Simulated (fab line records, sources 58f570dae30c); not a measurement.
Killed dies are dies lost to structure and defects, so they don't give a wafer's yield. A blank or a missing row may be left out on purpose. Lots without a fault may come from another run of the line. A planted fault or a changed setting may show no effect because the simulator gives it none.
A struck lot beside a sound one | flow berkeley_cmos170 | 26 steps out of a route of 331
Sound: wafers L557.1, L557.4, L557.5. Struck: wafers L552.1, L552.2, L552.3. The cause comes at the end.
At each step with rows: each side's tool, then ch and its chambers, then its first start. Under that, the readings that differ: sound wafers | struck wafers | difference of the means | sigmas: that difference in standard deviations of wafers without a fault.
alike: readings whose means differ by less than 2 such deviations, and words and numbers that are the same on both sides. not compared: withheld readings, readings that some wafer has no value for, bounds like >300 that may hide the same value, and numbers for which the record gives no deviation and whose values overlap.
The two part at a step that has a row with sigmas, a row that says differs or no value, or rows on one side only. Numbers that don't overlap but have no deviation are shown without sigmas and don't part them. A reading that every wafer of one side lacks parts them only if that side has two wafers or more.

first, 5 steps without rows for these wafers: UCB170_CONTACT_COAT_10 (resist thk 900 nm); UCB170_CONTACT_SOFTBAKE_11 (time 60 s); UCB170_CONTACT_EXPOSE_12 (exposes mask CONT, target cd 700 nm); UCB170_CONTACT_PEB_13; UCB170_CONTACT_DEVELOP_14 (develop time 45 s).
UCB170_CONTACT_CD_MEAS_15: target cd 700 nm.
  sound on cd_sem-02, day 9 21:10; struck on cd_sem-02, day 8 20:59
  reading    | sound             | struck            | difference | sigmas
  cd_nm (nm) | 698.7 698.4 698.1 | 702.3 701.4 701.1 | +3.2       | +2
UCB170_CONTACT_OVL_MEAS_16:
  sound on overlay-01, day 9 21:17; struck on overlay-02, day 8 21:06
  alike: CONTACT_OVL
UCB170_CONTACT_ETCH_17: etches BARC in N2/H2.
  sound on rie_diel-04 ch 0,2,3, day 9 21:19; struck on rie_diel-03 ch 0,1,3, day 8 21:08
  alike: chamber_pressure_mTorr, drypump_motor_current_A, oes_product_au, throttle_valve_pct
UCB170_CONTACT_ETCH_18: etches PSG in CHF3/CF4/Ar, stops on TiSi2, target depth 840 nm, time 195 s.
  sound on rie_diel-04 ch 0,2,3; struck on rie_diel-03 ch 0,1,3
  alike: cf4_flow_sccm, chamber_pressure_mTorr, drypump_motor_current_A, oes_product_au, throttle_valve_pct
  not compared: rf_hours_counter_h
UCB170_CONTACT_STRIP_19: strips in O2.
  sound on plasma_asher-01 ch 1, day 9 21:29; struck on plasma_asher-01 ch 0,1, day 8 21:18
  alike: chamber_pressure_mTorr, drypump_motor_current_A, oes_product_au
  not compared: rf_hours_counter_h
UCB170_CONTACT_CD_MEAS_90: target cd 700 nm.
  sound on cd_sem-02, day 9 21:35; struck on cd_sem-02, day 8 21:29
  alike: cd_nm
then, 1 step without rows for these wafers: UCB170_CONTACT_CLEAN_20 (cleans in SPM, time 600 s).
UCB170_M1_SPUTTER_00: material Al, target thk 600 nm, time 80 s.
  sound on pvd_sputter-02, day 9 21:53; struck on pvd_sputter-04, day 8 21:47
  reading                               | sound                | struck               | difference | sigmas
  cathode_dc_power_W (W)                | 6001.0 6001.2 6000.1 | 9270.7 9271.7 9270.1 | +3270.1    | +99 or more
  model.Al_of_M1_SPUTTER_00.thk_nm (nm) | 606.2 604.4 604.2    | 927.3 933.3 928.1    | +324.6     |
  alike: throttle_valve_pct
UCB170_M1_RS_MEAS_01: measures by four-point-probe.
  sound on film_metro-01, day 9 21:59; struck on film_metro-01, day 8 21:50
  reading           | sound                | struck               | difference | sigmas
  M1_AL_RS (ohm/sq) | 0.0479 0.0482 0.0482 | 0.0311 0.0309 0.0312 | -0.0170    | -32
UCB170_M1_THK_MEAS_02: measures by xrf.
  sound on film_metro-01, day 9 22:07; struck on film_metro-01, day 8 21:58
  reading        | sound       | struck      | difference | sigmas
  M1_AL_THK (nm) | 600 599 597 | 918 925 922 | +323       | +45
then, 6 steps without rows for these wafers: UCB170_M1_COAT_03; UCB170_M1_COAT_04 (resist thk 900 nm); UCB170_M1_SOFTBAKE_05 (time 60 s); UCB170_M1_EXPOSE_06 (exposes mask METAL1, target cd 700 nm); UCB170_M1_PEB_07; UCB170_M1_DEVELOP_08 (develop time 45 s).
UCB170_M1_CD_MEAS_09: target cd 700 nm.
  sound on cd_sem-01, day 9 23:01; struck on cd_sem-02, day 8 23:14
  alike: cd_nm
UCB170_M1_OVL_MEAS_10:
  sound on overlay-01, day 9 23:08; struck on overlay-02, day 8 23:22
  alike: M1_OVL
UCB170_M1_ETCH_11: etches BARC in N2/H2.
  sound on rie_diel-02 ch 0,1, day 9 23:10; struck on rie_diel-01 ch 0,1,2, day 8 23:24
  alike: chamber_pressure_mTorr, drypump_motor_current_A, oes_product_au, throttle_valve_pct
UCB170_M1_METAL_ETCH_12: etches Al in Cl2/BCl3, stops on PSG, target depth 780 nm, time 130 s.
  sound on rie_metal-03 ch 0,1, day 9 23:13; struck on rie_metal-01 ch 0,1, day 8 23:26
  reading               | sound             | struck            | difference | sigmas
  oes_product_au (a.u.) | 0.821 0.835 0.845 | 0.956 1.013 0.996 | +0.155     | +10
  alike: chamber_pressure_mTorr, drypump_motor_current_A, throttle_valve_pct
  not compared: rf_hours_counter_h
UCB170_M1_STRIP_13: strips in O2.
  sound on plasma_asher-01 ch 0, day 9 23:20; struck on plasma_asher-03 ch 0,1, day 8 23:35
  alike: chamber_pressure_mTorr, drypump_motor_current_A, oes_product_au
  not compared: rf_hours_counter_h

WHERE THEY PART
First at UCB170_CONTACT_CD_MEAS_15; last, within this record, at UCB170_M1_METAL_ETCH_12. Later steps at which nothing parts them and some readings are alike: UCB170_M1_STRIP_13.

WHY: what the simulator had put in
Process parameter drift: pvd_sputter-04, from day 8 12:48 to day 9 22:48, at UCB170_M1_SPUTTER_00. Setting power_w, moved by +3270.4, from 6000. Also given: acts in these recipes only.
